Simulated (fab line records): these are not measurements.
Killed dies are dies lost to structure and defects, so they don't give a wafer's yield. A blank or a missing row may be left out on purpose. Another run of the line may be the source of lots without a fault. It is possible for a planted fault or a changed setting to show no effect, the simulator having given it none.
Which of the tools did it? | flow rit-cmos | 14 lots, 42 wafers sampled, at 2 steps of a route of 202

## WHAT THE GAUGES SHOWED, per wafer
RIT_GATE_OVL_MEAS_17. Usual: GATE_OVL 0.2 nm, standard deviation 1.7.
lot  | measured    | on         | GATE_OVL (nm)     | flag
L189 | day 2 15:17 | overlay-02 | -0.1 -2.4 -0.2    |
L190 | day 2 19:13 | overlay-02 | 1.4 -0.6 0.2      |
L191 | day 2 22:27 | overlay-01 | 1.2 2.0 0.1       |
L193 | day 3 10:44 | overlay-01 | 0.2 0.7 1.1       |
L197 | day 4 04:32 | overlay-01 | -0.8 -0.9 -0.8    |
L198 | day 4 10:30 | overlay-02 | 0.6 0.4 1.8       |
L199 | day 4 15:29 | overlay-01 | 0.9 3.1 -0.3      |
L201 | day 5 00:07 | overlay-02 | 1.5 1.2 0.3       |
L202 | day 5 04:47 | overlay-01 | -1.8 -1.6 -1.6    |
L203 | day 5 11:27 | overlay-01 | 0.7 0.0 0.0       |
L204 | day 5 15:55 | overlay-02 | -1.0 0.1 -0.8     |
L205 | day 6 01:05 | overlay-02 | 240.4 241.5 239.7 | OFF
L206 | day 6 03:04 | overlay-02 | 3.1 3.1 2.7       |
L208 | day 6 16:13 | overlay-01 | 243.6 243.7 244.4 | OFF

## TOOL THAT RAN EACH LOT (tool first, then ch and the chambers of the sampled wafers, then the start)
lot  | RIT_GATE_EXPOSE_13
L189 | iline-stepper-02 ch 0, day 2 14:46
L190 | iline-stepper-01 ch 0, day 2 18:42
L191 | iline-stepper-01 ch 0, day 2 21:56
L193 | iline-stepper-01 ch 0, day 3 10:12
L197 | iline-stepper-01 ch 0, day 4 03:57
L198 | iline-stepper-01 ch 0, day 4 09:49
L199 | iline-stepper-01 ch 0, day 4 14:58
L201 | iline-stepper-02 ch 0, day 4 23:36
L202 | iline-stepper-01 ch 0, day 5 04:17
L203 | iline-stepper-01 ch 0, day 5 10:56
L204 | iline-stepper-02 ch 0, day 5 15:23
L205 | iline-stepper-01 ch 0, day 6 00:35
L206 | iline-stepper-02 ch 0, day 6 02:33
L208 | iline-stepper-01 ch 0, day 6 15:43
- RIT_GATE_EXPOSE_13: exposes mask M6, target cd 150 nm.

## AS READ BY THE TOOLS THEMSELVES (means over the sampled wafers that have a number; for cases with no such wafer, the mark the record gives instead)
RIT_GATE_EXPOSE_13. Usual: 23.00 C for reticle-temp-C, sd 0.11.
lot  | tool             | reticle-temp-C (C) | flag
L189 | iline-stepper-02 | 22.99              |
L190 | iline-stepper-01 | 23.10              |
L191 | iline-stepper-01 | 22.95              |
L193 | iline-stepper-01 | 23.12              |
L197 | iline-stepper-01 | 23.02              |
L198 | iline-stepper-01 | 23.09              |
L199 | iline-stepper-01 | 22.97              |
L201 | iline-stepper-02 | 22.88              |
L202 | iline-stepper-01 | 23.09              |
L203 | iline-stepper-01 | 22.98              |
L204 | iline-stepper-02 | 23.05              |
L205 | iline-stepper-01 | 22.98              |
L206 | iline-stepper-02 | 23.05              |
L208 | iline-stepper-01 | 22.91              |

## THE ANSWER, worked out from the rows above alone
Rule: a lot is off if the mean of its wafers that have a number lies more than 3 standard deviations from the usual mean. Also off: a lot with no number at a reading for which 4 or more lots have one. The other lots that the step has rows for count as sound. Order of review: gauges by route order, followed by the tools' own readings, for which a lot's mean as printed above is used. At the first step where some lot is off, the reading lying furthest off is the one used; lots without a number count as furthest.
Off: L205, L208, at RIT_GATE_OVL_MEAS_17 (GATE_OVL).
A tool fits if, at a process step before that reading, it ran every lot that is off, and no sound lot after the first of them. Gauges at RIT_GATE_OVL_MEAS_17: tried the same way as those tools. One fits: RIT_GATE_EXPOSE_13 on iline-stepper-01. A fault onset in the window from L203 (day 5 10:56, its last sound lot) to L205 (day 6 00:35, its first lot off) fits.

## WHAT WAS PUT IN BY THE SIMULATOR
Scanner matching overlay: iline-stepper-01, from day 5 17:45 on, at RIT_GATE_EXPOSE_13. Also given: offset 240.
Shown lots that were struck: L205, L208. Same finding as the rule above.
